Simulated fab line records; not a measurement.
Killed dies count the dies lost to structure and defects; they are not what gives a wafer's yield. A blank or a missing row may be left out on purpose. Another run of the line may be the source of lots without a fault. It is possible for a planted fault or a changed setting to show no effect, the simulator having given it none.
Which tool was responsible? | flow berkeleyCmos170 | 14 lots with 42 wafers sampled at 2 steps, on a route of 331 steps

== WHAT THE GAUGES SHOWED, per wafer ==
UCB170_SDANNEAL_RS_MEAS_04: a four-point-probe measurement. Usual: PLDD_RS 1032 ohm/sq, standard deviation 3.1.
lot  | measured     | on           | PLDD_RS (ohm/sq) | flag
L996 | day 7 12:31  | filmMetro-04 | 1028 1029 1033   | 
L997 | day 7 15:50  | filmMetro-04 | 1028 1031 1030   | 
L103 | day 8 22:46  | filmMetro-04 | 1031 1034 1035   | 
L106 | day 9 11:40  | filmMetro-02 | 1029 1031 1030   | 
L102 | day 9 12:05  | filmMetro-01 | 1029 1028 1028   | 
L104 | day 9 12:34  | filmMetro-02 | 1029 1028 1026   | 
L107 | day 10 02:11 | filmMetro-02 | 1030 1036 1031   | 
L108 | day 10 02:26 | filmMetro-04 | 1035 1031 1034   | 
L109 | day 11 00:59 | filmMetro-04 | 1034 1033 1033   | 
L110 | day 11 01:29 | filmMetro-02 | 1035 1035 1038   | 
L112 | day 11 11:22 | filmMetro-01 | 1028 1024 1028   | 
L113 | day 11 11:58 | filmMetro-01 | 1027 1028 1026   | 
L119 | day 13 01:54 | filmMetro-02 | 1037 1036 1041   | 
L117 | day 13 02:20 | filmMetro-01 | 1031 1031 1033   | 

== WHICH TOOL RAN EACH LOT (tool, then ch and the chambers of the sampled wafers, then the start) ==
lot  | UCB170_NSD_CLEAN_11
L996 | wetBench-01 ch 3, day 7 10:32
L997 | wetBench-01 ch 1, day 7 14:33
L103 | wetBench-01 ch 3, day 8 21:26
L106 | wetBench-04 ch 2, day 9 10:15
L102 | wetBench-04 ch 3, day 9 10:46
L104 | wetBench-01 ch 0, day 9 11:10
L107 | wetBench-01 ch 3, day 10 00:47
L108 | wetBench-01 ch 2, day 10 01:08
L109 | wetBench-04 ch 3, day 10 23:39
L110 | wetBench-01 ch 2, day 10 23:48
L112 | wetBench-01 ch 2, day 11 09:59
L113 | wetBench-01 ch 0, day 11 10:35
L119 | wetBench-04 ch 1, day 13 00:28
L117 | wetBench-04 ch 0, day 13 00:42
- UCB170_NSD_CLEAN_11: cleans in SPM, time 600 s.

== WHAT THE TOOLS THEMSELVES READ (means of the sampled wafers that have a number; where no wafer has one, the mark that the record gives instead) ==
The record holds no such reading with a usual standard deviation.

== THE ANSWER, worked out from the rows above alone ==
Rule: a lot counts as off when the mean over its wafers that have a number is more than 3 standard deviations away from the usual mean. Also off: a lot with no number at a reading for which 4 or more lots have one. The other lots that the step has rows for count as sound. The gauges are gone through in route order, then the tools' own readings, and for those a lot's mean is taken as printed above. The first step at which some lot is off is used, and at that step the reading that is off furthest; a lot without a number counts as furthest.
No lot is off on any of the readings shown, so nothing can be concluded from this.

== WHAT THE SIMULATOR PUT IN ==
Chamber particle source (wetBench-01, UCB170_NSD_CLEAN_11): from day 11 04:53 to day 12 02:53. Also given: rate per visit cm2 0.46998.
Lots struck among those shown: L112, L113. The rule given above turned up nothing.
